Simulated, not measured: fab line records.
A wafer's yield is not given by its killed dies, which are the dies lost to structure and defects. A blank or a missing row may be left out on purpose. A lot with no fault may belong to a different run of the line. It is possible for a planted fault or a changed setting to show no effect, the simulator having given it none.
fab line records	flow berkeleyCmos170
[record] lots = 9	wafers = 27	lastDay = 10
route steps=331 shown PWELL@37 WELLDRIVE@57 NVT@110
lots untouched by any fault: they come from a run of this same line in which no faults occurred
startH: start of the lot's first displayed wafer, in hours after the record's first day	waitH: how many hours have passed since the lot's step before this one	" the same as in the row above	L1.1+2: a single row standing in for several wafers	- either no value or no given start	* or withheld: withheld	< > ~ a bound
route shown NAME@n: a module of which the file shows steps, and the number in the route of the first	usual: average and standard deviation across the fault-free wafers	same: alike in all rows	chamber/n: place in a boat	sites: the reading at each site	_std_site: the values' standard deviation	_edge_site: outer sites' mean less inner sites'	radiusMm: how far each site lies from the wafer's centre	mask NAME#n: copy n	behind: tool/chamber where the wafer was last shaped	hold: why the lot went on hold/how many hours it stayed there/how the hold came to an end	device: which transistor (n, p or np) failed to switch	end of line: the tests these same wafers got at the end of their route	a step with no rows: only its recipe	killed: count of dies lost to structure and defects at first sort (not the wafer's yield)	map: the dies of a wafer, with x for killed, . for not killed, _ for no die there
set.NAME: setting as actually run; set.NAME@STEP: the setting as run at that earlier step	model.NAME: the simulator's own value behind a step, which no gauge read
the route's steps for a sample of lots (tables are steps, rows are wafers)
services: a tool's chamber out of use, with start hour (startH, from the record's first day; less than 0 if before it), hours out, and reason
[[steps]]
[step UCB170_PWELL_THK_MEAS_03]
[recipe] reads = SiO2_of_PWELL_OXIDATION_02
[usual] PWELL_OXIDE_THK = 26.7/0.58
lot.wafer	tool	chamber	startH	waitH	PWELL_OXIDE_THK[nm]
L168.1	filmMetro-03	-	46.52	0.0	27.4
L168.2	"	-	"	"	27.5
L168.3	"	-	"	"	27.6
L169.2	filmMetro-02	-	46.53	0.0	27.6
L169.4	"	-	"	"	27.2
L169.6	"	-	"	"	27.5
L170.1	filmMetro-03	-	67.45	0.0	27.3
L170.3	"	-	"	"	27.1
L170.4	"	-	"	"	27.2
L172.1	filmMetro-04	-	73.79	0.0	25.9
L172.2	"	-	"	"	25.3
L172.6	"	-	"	"	26.1
L171.3	filmMetro-03	-	73.81	0.0	25.9
L171.5	"	-	"	"	25.7
L171.6	"	-	"	"	26.0
L174.1	filmMetro-03	-	79.14	0.0	25.7
L174.4	"	-	"	"	25.5
L174.6	"	-	"	"	25.7
L175.2	filmMetro-02	-	79.15	0.0	26.9
L175.4	"	-	"	"	26.8
L175.5	"	-	"	"	27.0
L173.3	filmMetro-03	-	79.22	0.1	26.0
L173.4	"	-	"	"	25.8
L173.6	"	-	"	"	26.0
L176.2	filmMetro-02	-	86.90	0.0	27.5
L176.3	"	-	"	"	27.0
L176.4	"	-	"	"	27.5
[step UCB170_PWELL_IMPLANT_15]
[recipe] species = B	doseCm2 = 5e+12	energyKev = 60	tiltDeg = 7
[usual] faradayCurrentUA = 15.8/0.33	implantIonAmu = 11/0	tiltDeg = 7.002/0.021
lot.wafer	tool	chamber	startH	waitH	faradayCurrentUA	implantIonAmu	tiltDeg
L168.1	implanter-03	0	57.38	0.1	15.3	11	6.994
L168.2	"	0	"	"	16.2	11	7.006
L168.3	"	0	"	"	15.7	11	7.027
L169.2	implanter-03	0	57.61	0.1	15.9	11	7.017
L169.4	"	0	"	"	15.8	11	7.019
L169.6	"	0	"	"	15.3	11	6.982
L170.1	implanter-03	0	79.48	0.1	15.8	11	6.981
L170.3	"	0	"	"	16.1	11	7.011
L170.4	"	0	"	"	15.6	11	6.988
L171.3	implanter-04	0	83.54	0.1	15.1	11	7.040
L171.5	"	0	"	"	15.7	11	7.034
L171.6	"	0	"	"	15.7	11	6.999
L172.1	implanter-02	0	84.22	0.1	15.6	11	7.000
L172.2	"	0	"	"	15.8	11	6.995
L172.6	"	0	"	"	16.2	11	7.003
L174.1	implanter-02	0	86.08	0.1	15.5	49	6.992
L174.4	"	0	"	"	16.3	49	6.956
L174.6	"	0	"	"	16.0	49	6.993
L173.3	implanter-03	0	86.18	0.1	15.6	49	6.989
L173.4	"	0	"	"	15.5	49	6.990
L173.6	"	0	"	"	16.0	49	6.999
L175.2	implanter-02	0	86.25	0.2	16.5	49	7.004
L175.4	"	0	"	"	15.9	49	7.017
L175.5	"	0	"	"	15.4	49	7.011
L176.2	implanter-04	0	95.67	0.1	15.7	49	6.988
L176.3	"	0	"	"	15.8	49	7.013
L176.4	"	0	"	"	15.3	49	7.044
[step UCB170_PWELL_TW_MEAS_17]
[usual] PWELL_TW = 379.3/2.7
lot.wafer	tool	chamber	startH	waitH	PWELL_TW
L168.1	filmMetro-04	-	57.63	0.1	383.2
L168.2	"	-	"	"	381.3
L168.3	"	-	"	"	382.4
L169.2	filmMetro-02	-	57.85	0.1	379.4
L169.4	"	-	"	"	379.8
L169.6	"	-	"	"	381.5
L170.1	filmMetro-04	-	79.73	0.1	382.0
L170.3	"	-	"	"	380.6
L170.4	"	-	"	"	380.9
L171.3	filmMetro-04	-	83.76	0.1	379.7
L171.5	"	-	"	"	383.1
L171.6	"	-	"	"	381.7
L172.1	filmMetro-02	-	84.47	0.1	381.9
L172.2	"	-	"	"	381.8
L172.6	"	-	"	"	382.1
L174.1	filmMetro-04	-	86.33	0.1	649.4
L174.4	"	-	"	"	649.4
L174.6	"	-	"	"	648.6
L173.3	filmMetro-02	-	86.40	0.1	648.4
L173.4	"	-	"	"	646.8
L173.6	"	-	"	"	649.2
L175.2	filmMetro-02	-	86.49	0.1	645.2
L175.4	"	-	"	"	651.5
L175.5	"	-	"	"	645.5
L176.2	filmMetro-02	-	95.91	0.1	649.4
L176.3	"	-	"	"	652.4
L176.4	"	-	"	"	649.1
[step UCB170_WELLDRIVE_THK_MEAS_02]
[recipe] reads = SiO2_of_WELLDRIVE_OXIDATION_01
[usual] WELLDRIVE_OXIDE_THK = 200/3.3
lot.wafer	tool	chamber	startH	waitH	WELLDRIVE_OXIDE_THK[nm]
L168.1	filmMetro-03	-	70.95	0.0	200
L168.2	"	-	"	"	199
L168.3	"	-	"	"	198
L169.2	filmMetro-04	-	71.02	0.1	205
L169.4	"	-	"	"	205
L169.6	"	-	"	"	201
L170.1	filmMetro-03	-	94.89	0.0	203
L170.3	"	-	"	"	206
L170.4	"	-	"	"	205
L171.3	filmMetro-03	-	99.26	0.0	195
L171.5	"	-	"	"	197
L171.6	"	-	"	"	195
L173.3	filmMetro-01	-	99.28	0.0	202
L173.4	"	-	"	"	198
L173.6	"	-	"	"	200
L172.1	filmMetro-03	-	99.30	0.1	203
L172.2	"	-	"	"	208
L172.6	"	-	"	"	205
L174.1	filmMetro-01	-	99.32	0.1	201
L174.4	"	-	"	"	198
L174.6	"	-	"	"	200
L175.2	filmMetro-03	-	99.37	0.1	200
L175.4	"	-	"	"	202
L175.5	"	-	"	"	199
L176.2	filmMetro-04	-	110.36	0.0	196
L176.3	"	-	"	"	196
L176.4	"	-	"	"	197
[step UCB170_NVT_OVL_MEAS_06]
[usual] NVT_OVL = 1/6.1
lot.wafer	tool	chamber	startH	waitH	NVT_OVL[nm]
L169.2	overlay-01	-	128.98	-	-1
L169.4	"	-	"	"	0
L169.6	"	-	"	"	-7
L168.1	overlay-01	-	129.29	-	0
L168.2	"	-	"	"	2
L168.3	"	-	"	"	3
L174.1	overlay-02	-	154.32	-	10
L174.4	"	-	"	"	2
L174.6	"	-	"	"	11
L173.3	overlay-01	-	154.37	-	-1
L173.4	"	-	"	"	-1
L173.6	"	-	"	"	0
L170.1	overlay-02	-	154.60	-	8
L170.3	"	-	"	"	5
L170.4	"	-	"	"	13
L171.3	overlay-01	-	154.64	-	6
L171.5	"	-	"	"	1
L171.6	"	-	"	"	-2
L172.1	overlay-02	-	154.66	-	8
L172.2	"	-	"	"	2
L172.6	"	-	"	"	1
L175.2	overlay-01	-	154.88	-	3
L175.4	"	-	"	"	2
L175.5	"	-	"	"	1
L176.2	overlay-02	-	169.85	-	0
L176.3	"	-	"	"	2
L176.4	"	-	"	"	5
[[services]]
tool	chamber	startH	hours	kind
implanter-04	-	38.00	4.1	repair
implanter-04	-	74.88	3.4	pm
implanter-04	-	85.55	1.6	repair
[[key]]
[firstSign] step = UCB170_PWELL_IMPLANT_15	reading = implantIonAmu	direction = up	sigmas = 99+	usual = 11	struck = 49
[effect] step = UCB170_PWELL_TW_MEAS_17	reading = PWELL_TW	direction = up	sigmas = 99+	usual = 379.3	struck = 648.7
metAt UCB170_PWELL_IMPLANT_15
struckLots L173,L174,L175,L176
testerLeftOut L173,L174,L175,L176
notActingAt UCB170_PWELL_THK_MEAS_03,UCB170_WELLDRIVE_THK_MEAS_02,UCB170_NVT_OVL_MEAS_06
onsetBetween 84.22 86.08
[fault] kind = wrongRecipeDownload	tool = implanter-02,implanter-03,implanter-04	chamber = -	onsetH = 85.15	steps = UCB170_PWELL_IMPLANT_15	wrongRecipe.notListed = 1
// testerLeftOut: of these lots the tester's yield and bins aren't shown, on N5 and GAA mostly nor the transistor test; their killed dies are dies lost to structure and defects alone, not to doping, threshold or leakage, so they don't give the yield
